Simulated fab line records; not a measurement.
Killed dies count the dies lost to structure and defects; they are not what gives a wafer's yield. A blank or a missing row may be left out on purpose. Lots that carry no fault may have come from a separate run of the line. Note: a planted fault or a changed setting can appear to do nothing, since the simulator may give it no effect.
A lot that was struck, set against a sound lot | flow ritCmos | 44 out of 202 route steps
Sound: wafers L288.1, L288.2, L288.5. Struck: wafers L300.1, L300.3, L300.4. The cause is given at the end.
Order at every step that has rows: each side's tool, ch and its chambers, its first start. Under that, the readings that differ: sound wafers | struck wafers | difference of the means | sigmas: that difference in standard deviations of wafers without a fault.
alike: words and numbers the same on both sides, and readings whose means are apart by under 2 such deviations; not compared: readings that were withheld, readings missing a value for some wafer, numbers with overlapping values and no deviation given by the record, and bounds like >300 which may hide the same value.
A row with sigmas, a row that says differs or no value, or rows on one side alone: a step with any of these is where the two part. Non-overlapping numbers with no deviation appear without sigmas and do not part them. Lack of a reading on every wafer of one side parts them only where that side has two or more wafers.

first, 2 steps without rows for these wafers: RIT_NLDD_HARDBAKE_07 (time 60 s); RIT_NLDD_IMPLANT_08.
RIT_NLDD_STRIP_09: strips in O2, time 180 s.
  sound on plasmaAsher-02 ch 0,1, day 4 05:19; struck on plasmaAsher-02 ch 0,1, day 7 03:08
  alike: drypumpMotorCurrentA
  not compared: rfHoursCounterH
RIT_NLDD_TW_MEAS_10:
  sound: filmMetro-03 at day 4 05:29; struck: filmMetro-03 at day 7 03:18
  alike: NLDD_TW
then, 6 steps without rows for these wafers: RIT_PLDD_HMDS_00 (prime time 60 s); RIT_PLDD_COAT_01 (resist thk 1000 nm); RIT_PLDD_SOFTBAKE_02 (time 60 s); RIT_PLDD_EXPOSE_03 (exposes mask M8, target cd 40900 nm); RIT_PLDD_PEB_04; RIT_PLDD_DEVELOP_05 (develop time 50 s).
RIT_PLDD_OVL_MEAS_06:
  sound: overlay-02 at day 4 06:41; struck: overlay-02 at day 7 04:20
reading       | sound          | struck      | difference | sigmas
PLDD_OVL (nm) | -1.5 -1.8 -2.2 | 0.3 1.1 2.4 | +3.1       | +2
then, 1 step without rows for these wafers: RIT_PLDD_HARDBAKE_07 (time 60 s).
RIT_PLDD_IMPLANT_08:
  sound on implanter-01 ch 0, day 4 06:53; struck on implanter-03 ch 0, day 7 04:31
reading                  | sound                | struck               | difference | sigmas
beamEnergyKeV            | 20.000 20.003 19.994 | 16.401 16.411 16.395 | -3.597     | -99 or more
model.implant.rpNm (nm)  | 17.27 17.27 17.27    | 15.04 15.04 15.04    | -2.23      | 
model.implant.drpNm (nm) | 9.752 9.752 9.752    | 8.481 8.481 8.481    | -1.271     | 
RIT_PLDD_STRIP_09: strips in O2, time 180 s.
  sound on plasmaAsher-03 ch 0,1, day 4 07:02; struck on plasmaAsher-04 ch 0,1, day 7 04:40
  alike: drypumpMotorCurrentA
  not compared: rfHoursCounterH
RIT_PLDD_TW_MEAS_10:
  sound: filmMetro-03 at day 4 07:12; struck: filmMetro-01 at day 7 04:51
reading | sound          | struck         | difference | sigmas
PLDD_TW | 2386 2390 2398 | 2202 2215 2202 | -185       | -9
then, 4 steps without rows for these wafers: RIT_SPACER_CLEAN_00 (cleans in SC1, time 600 s); RIT_SPACER_CLEAN_01 (cleans in dHF, time 29.54 s); RIT_SPACER_CLEAN_02 (cleans in SC2, time 600 s); RIT_SPACER_CVD_03 (deposits Si3N4 from SiH2Cl2/NH3, target thk 250 nm, time 3300 s).
RIT_SPACER_THK_MEAS_04:
  sound: filmMetro-03 at day 4 10:31; struck: filmMetro-04 at day 7 08:09
  alike: SPACER_NITRIDE_THK
RIT_SPACER_ETCHBACK_05: etches Si3N4 in SF6/CHF3, stops on SiO2, target depth 250 nm, time 240 s.
  sound on rieDiel-01 ch 0,2,3, day 4 10:35; struck on rieDiel-03 ch 1,2,3, day 7 08:13
  alike: SF6_flow_sccm, drypumpMotorCurrentA, oesProductAu, throttleValvePct
  not compared: rfHoursCounterH
then, 6 steps without rows for these wafers: RIT_NSD_HMDS_00 (prime time 60 s); RIT_NSD_COAT_01 (resist thk 1000 nm); RIT_NSD_SOFTBAKE_02 (time 60 s); RIT_NSD_EXPOSE_03 (exposes mask M9, target cd 40700 nm); RIT_NSD_PEB_04; RIT_NSD_DEVELOP_05 (develop time 50 s).
RIT_NSD_OVL_MEAS_06:
  sound: overlay-02 at day 4 11:59; struck: overlay-02 at day 7 09:24
  alike: NSD_OVL
then, 2 steps without rows for these wafers: RIT_NSD_HARDBAKE_07 (time 60 s); RIT_NSD_IMPLANT_08.
RIT_NSD_STRIP_09: strips in O2, time 180 s.
  sound on plasmaAsher-01 ch 0,1, day 4 12:19; struck on plasmaAsher-01 ch 0,1, day 7 09:44
  alike: drypumpMotorCurrentA
  not compared: rfHoursCounterH
RIT_NSD_TW_MEAS_10:
  sound: filmMetro-01 at day 4 12:30; struck: filmMetro-01 at day 7 09:55
  alike: NSD_TW
then, 6 steps without rows for these wafers: RIT_PSD_HMDS_00 (prime time 60 s); RIT_PSD_COAT_01 (resist thk 1000 nm); RIT_PSD_SOFTBAKE_02 (time 60 s); RIT_PSD_EXPOSE_03 (exposes mask M10, target cd 40900 nm); RIT_PSD_PEB_04; RIT_PSD_DEVELOP_05 (develop time 50 s).
RIT_PSD_OVL_MEAS_06:
  sound: overlay-02 at day 4 13:26; struck: overlay-02 at day 7 11:10
  alike: PSD_OVL
then, 2 steps without rows for these wafers: RIT_PSD_HARDBAKE_07 (time 60 s); RIT_PSD_IMPLANT_08.
RIT_PSD_STRIP_09: strips in O2, time 180 s.
  sound on plasmaAsher-03 ch 0,1, day 4 13:46; struck on plasmaAsher-02 ch 0,1, day 7 11:30
  alike: drypumpMotorCurrentA
  not compared: rfHoursCounterH
RIT_SDANNEAL_RS_MEAS_06: measurement is done with a four-point probe.
  sound: filmMetro-02 at day 4 14:40; struck: filmMetro-03 at day 7 12:24
reading          | sound             | struck            | difference | sigmas
PLDD_RS (ohm/sq) | 178.6 179.2 178.7 | 191.3 191.1 191.3 | +12.4      | +24
next, for these wafers, 1 step has no rows: RIT_M1_PROBE_99.

== WHERE THEY PART ==
First at RIT_PLDD_OVL_MEAS_06; last, within this record, at RIT_SDANNEAL_RS_MEAS_06.

WHY: whatever the simulator had introduced
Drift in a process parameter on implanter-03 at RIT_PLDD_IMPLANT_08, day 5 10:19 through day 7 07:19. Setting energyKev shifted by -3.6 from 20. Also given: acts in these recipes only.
